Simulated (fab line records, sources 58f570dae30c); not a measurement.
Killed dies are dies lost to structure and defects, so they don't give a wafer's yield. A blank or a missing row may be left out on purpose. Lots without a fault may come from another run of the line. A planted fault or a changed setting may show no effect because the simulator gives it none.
fab line records | flow berkeley_cmos170
record lots=14 wafers=42 last_day=13
route steps=331 shown ACTIVE@74 NLDD@169 V1@254 V2@295
lots that met no fault: from a run of the same line without faults
start_h: hours from the record's first day to the start of the lot's first wafer shown | wait_h: hours since the lot's step before | " the same as in the row above | L1.1+2: a row that stands for several wafers | - no value, or no start given | * or withheld: withheld | < > ~ a bound
route shown NAME@n: a module of which the file shows steps, and the number in the route of the first | usual: mean/standard deviation of fault-free wafers | same: alike in all rows | chamber/n: place in a boat | sites: the reading at each site | _std_site: their standard deviation | _edge_site: outer sites' mean less inner sites' | radius_mm: how far each site lies from the wafer's centre | mask NAME#n: copy n | behind: the tool/chamber that last shaped the wafer | hold: why the lot was held/for how many hours/how that ended | device: the transistor (n, p or np) that didn't switch | end of line: the same wafers' tests at the end of the route | a step without rows: its recipe alone | killed: dies lost to structure and defects at the first sort, not the wafer's yield | map: a wafer's dies, x killed, . not, _ none there
set.NAME: the setting as run; set.NAME@STEP: as run at that earlier step | model.NAME: the simulator's own value behind a step, which no gauge read
steps of the route over a sample of lots; a table a step, a row a wafer
services: from which hour (start_h, from the record's first day; less than 0 if before it) a tool's chamber was out of use, for how many hours, and why
## steps
# step UCB170_ACTIVE_OVL_MEAS_14
# usual ACTIVE_OVL=0/5.7
# columns lot.wafer tool chamber start_h wait_h ACTIVE_OVL[nm]
L698.2 overlay-02 - 107.78 0.1 -6
L698.3 " - " " -9
L698.4 " - " " 1
L697.3 overlay-01 - 107.95 0.1 3
L697.4 " - " " -4
L697.5 " - " " 3
L699.2 overlay-02 - 116.37 0.1 4
L699.3 " - " " 2
L699.5 " - " " 5
L701.3 overlay-02 - 126.58 0.1 2
L701.5 " - " " -1
L701.6 " - " " -11
L700.1 overlay-01 - 126.81 0.1 0
L700.3 " - " " -1
L700.6 " - " " 3
L702.1 overlay-02 - 135.45 0.1 -1
L702.3 " - " " -1
L702.4 " - " " -4
L705.2 overlay-02 - 136.05 0.1 -12
L705.3 " - " " -11
L705.5 " - " " -2
L706.3 overlay-01 - 161.69 0.1 3
L706.5 " - " " -1
L706.6 " - " " 1
L710.1 overlay-01 - 162.74 0.1 2
L710.2 " - " " 1
L710.6 " - " " 0
L712.2 overlay-02 - 162.81 0.1 -6
L712.3 " - " " -2
L712.5 " - " " 4
L713.1 overlay-02 - 175.36 0.1 6
L713.2 " - " " -3
L713.3 " - " " 4
L714.2 overlay-02 - 176.00 0.1 1
L714.3 " - " " -12
L714.4 " - " " 4
L716.1 overlay-01 - 181.01 0.1 11
L716.3 " - " " 3
L716.5 " - " " 7
L719.2 overlay-01 - 202.17 0.1 5
L719.3 " - " " 4
L719.4 " - " " 1
# step UCB170_NLDD_TW_MEAS_11
# usual NLDD_TW=2217/26
# columns lot.wafer tool chamber start_h wait_h NLDD_TW
L698.2 film_metro-01 - 160.41 0.1 2205
L698.3 " - " " 2210
L698.4 " - " " 2204
L697.3 film_metro-01 - 169.77 0.1 2198
L697.4 " - " " 2192
L697.5 " - " " 2192
L699.2 film_metro-03 - 183.09 0.1 2244
L699.3 " - " " 2231
L699.5 " - " " 2224
L701.3 film_metro-01 - 186.49 0.1 2197
L701.5 " - " " 2199
L701.6 " - " " 2209
L700.1 film_metro-02 - 186.75 0.1 2267
L700.3 " - " " 2257
L700.6 " - " " 2263
L705.2 film_metro-01 - 206.54 0.1 2212
L705.3 " - " " 2202
L705.5 " - " " 2194
L702.1 film_metro-01 - 206.83 0.1 2198
L702.3 " - " " 2182
L702.4 " - " " 2200
L710.1 film_metro-01 - 224.42 0.1 2189
L710.2 " - " " 2197
L710.6 " - " " 2184
L706.3 film_metro-02 - 225.49 0.1 2245
L706.5 " - " " 2258
L706.6 " - " " 2247
L712.2 film_metro-01 - 226.68 0.1 2192
L712.3 " - " " 2196
L712.5 " - " " 2195
L714.2 film_metro-03 - 239.09 0.1 2232
L714.3 " - " " 2239
L714.4 " - " " 2232
L713.1 film_metro-02 - 239.38 0.1 2239
L713.2 " - " " 2235
L713.3 " - " " 2253
L716.1 film_metro-02 - 240.80 0.1 2247
L716.3 " - " " 2261
L716.5 " - " " 2251
L719.2 film_metro-03 - 267.13 0.1 2235
L719.3 " - " " 2235
L719.4 " - " " 2230
# step UCB170_V1_CVD_00
# recipe material=SiO2 target_thk_nm=2000 temp_c=390 precursor=TEOS/O2 time_s=250 rf_w=550 pressure_mtorr=9000
# usual heater_power_w=236/77 rf_fwd_power_W=548.5/1.7
# columns lot.wafer tool chamber start_h wait_h heater_power_w rf_fwd_power_W since_wet_clean_h
L698.2 pecvd-02 0 187.24 0.0 296 551.1 373
L698.3 " 1 " " 113 549.2 373
L698.4 " 0 " " 227 550.4 -
L697.3 pecvd-02 1 190.26 0.0 167 553.2 376
L697.4 " 1 " " 108 549.5 -
L697.5 " 2 " " 178 548.1 -
L699.2 pecvd-02 2 209.80 0.0 160 550.5 395
L699.3 " 1 " " 140 547.0 395
L699.5 " 1 " " 106 548.6 -
L700.1 pecvd-01 1 211.13 0.0 191 550.1 290
L700.3 " 0 " " 213 546.6 290
L700.6 " 2 " " 264 545.6 -
L701.3 pecvd-04 1 211.13 0.0 306 550.5 183
L701.5 " 1 " " 208 549.5 -
L701.6 " 2 " " 420 549.7 -
L702.1 pecvd-04 2 231.70 0.0 321 551.1 203
L702.3 " 0 " " 268 549.1 203
L702.4 " 0 " " 333 549.0 -
L705.2 pecvd-01 1 233.03 0.0 248 549.5 312
L705.3 " 2 " " 198 548.9 312
L705.5 " 0 " " 275 547.5 -
L710.1 pecvd-04 1 250.49 0.0 211 548.0 222
L710.2 " 2 " " 420 549.1 222
L710.6 " 0 " " 239 545.4 -
L706.3 pecvd-04 1 250.65 0.2 305 549.9 222
L706.5 " 1 " " 213 549.8 -
L706.6 " 0 " " 242 546.3 -
L712.2 pecvd-01 0 251.98 0.2 258 548.9 331
L712.3 " 1 " " 222 547.0 331
L712.5 " 2 " " 181 548.8 -
L714.2 pecvd-02 1 260.90 0.0 153 548.2 4
L714.3 " 2 " " 161 548.5 4
L714.4 " 2 " " 108 550.1 -
L713.1 pecvd-01 2 281.96 0.0 180 548.3 360
L713.2 " 1 " " 213 547.0 360
L713.3 " 0 " " 272 546.2 360
L716.1 pecvd-02 0 281.96 0.0 312 549.3 25
L716.3 " 2 " " 169 546.1 25
L716.5 " 1 " " 89 549.8 -
L719.2 pecvd-01 2 287.13 0.0 210 549.7 366
L719.3 " 0 " " 268 547.4 366
L719.4 " 1 " " 246 547.9 -
# step UCB170_V1_THK_MEAS_01
# recipe reads=SiO2_of_V1_CVD_00
# usual V1_TEOS_THK=1997/23
# columns lot.wafer tool chamber start_h wait_h V1_TEOS_THK[nm]
L698.2 film_metro-03 - 187.41 0.1 1988
L698.3 " - " " 1996
L698.4 " - " " 2007
L697.3 film_metro-04 - 190.43 0.1 1986
L697.4 " - " " 2028
L697.5 " - " " 2011
L699.2 film_metro-01 - 209.96 0.1 1983
L699.3 " - " " 1983
L699.5 " - " " 1986
L700.1 film_metro-04 - 211.29 0.1 1973
L700.3 " - " " 2011
L700.6 " - " " 2018
L701.3 film_metro-01 - 211.31 0.1 1972
L701.5 " - " " 1990
L701.6 " - " " 2005
L702.1 film_metro-04 - 231.85 0.1 2014
L702.3 " - " " 1985
L702.4 " - " " 1992
L705.2 film_metro-04 - 233.20 0.1 1946
L705.3 " - " " 1975
L705.5 " - " " 2011
L710.1 film_metro-04 - 250.79 0.2 1995
L710.2 " - " " 1993
L710.6 " - " " 1333
L706.3 film_metro-03 - 250.83 0.1 1970
L706.5 " - " " 1987
L706.6 " - " " 1332
L712.2 film_metro-03 - 252.15 0.1 1992
L712.3 " - " " 1953
L712.5 " - " " 1999
L714.2 film_metro-01 - 261.07 0.1 1957
L714.3 " - " " 1941
L714.4 " - " " 1976
L713.1 film_metro-04 - 282.11 0.1 2023
L713.2 " - " " 1977
L713.3 " - " " 2007
L716.1 film_metro-03 - 282.11 0.1 1983
L716.3 " - " " 1952
L716.5 " - " " 1990
L719.2 film_metro-04 - 287.30 0.1 2014
L719.3 " - " " 2003
L719.4 " - " " 2008
# step UCB170_V2_BOW_MEAS_03
# recipe mode=bow
# usual V2_BOW=38/7
# columns lot.wafer tool chamber start_h wait_h V2_BOW[um]
L698.2 film_metro-03 - 192.67 0.2 41
L698.3 " - " " 34
L698.4 " - " " 40
L697.3 film_metro-02 - 198.08 0.1 38
L697.4 " - " " 37
L697.5 " - " " 32
L699.2 film_metro-03 - 217.68 0.2 35
L699.3 " - " " 51
L699.5 " - " " 34
L700.1 film_metro-02 - 217.99 0.1 36
L700.3 " - " " 48
L700.6 " - " " 30
L701.3 film_metro-02 - 218.66 0.3 30
L701.5 " - " " 24
L701.6 " - " " 32
L702.1 film_metro-03 - 243.67 0.2 34
L702.3 " - " " 34
L702.4 " - " " 32
L705.2 film_metro-02 - 243.97 0.1 35
L705.3 " - " " 35
L705.5 " - " " 45
L710.1 film_metro-03 - 256.39 0.1 40
L710.2 " - " " 45
L710.6 " - " " 42
L706.3 film_metro-02 - 256.55 0.2 31
L706.5 " - " " 40
L706.6 " - " " 30
L712.2 film_metro-03 - 263.74 0.1 27
L712.3 " - " " 53
L712.5 " - " " 32
L714.2 film_metro-04 - 269.43 0.2 34
L714.3 " - " " 36
L714.4 " - " " 40
L716.1 film_metro-03 - 291.16 0.1 38
L716.3 " - " " 24
L716.5 " - " " 31
L713.1 film_metro-04 - 293.22 0.2 33
L713.2 " - " " 39
L713.3 " - " " 35
L719.2 film_metro-03 - 295.00 0.2 36
L719.3 " - " " 45
L719.4 " - " " 28
## services
# columns tool chamber start_h hours kind
pecvd-02 1 192.32 3.5 repair
pecvd-01 - 239.57 1.2 repair
pecvd-02 - 242.50 14.0 pm
pecvd-02 0 242.50 14.0 vent_cycle
pecvd-02 1 242.50 14.0 vent_cycle
pecvd-02 2 242.50 14.0 vent_cycle
pecvd-02 0 256.50 - clean
pecvd-02 1 256.50 - clean
pecvd-02 2 256.50 - clean
## key
first_sign step=UCB170_V1_THK_MEAS_01 reading=V1_TEOS_THK direction=down sigmas=29 usual=1997 struck=1332
effect none on later readings
met_at UCB170_V1_CVD_00
struck_lots L706,L710
struck_wafers L706.6,L710.6
sort_left_out L706.6,L710.6
not_acting_at UCB170_ACTIVE_OVL_MEAS_14,UCB170_NLDD_TW_MEAS_11,UCB170_V2_BOW_MEAS_03
onset_between 231.70 250.49
fault kind=process_parameter_drift tool=pecvd-04 chamber=0 onset_h=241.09 steps=UCB170_V1_CVD_00 channel=target_thk_nm offset=-682.94 shape=step end_h=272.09 acts_in=these_recipes_only stated=2000
# sort_left_out: the simulated sort isn't trusted on such a fault, so these wafers' sort isn't shown, and their yield isn't known
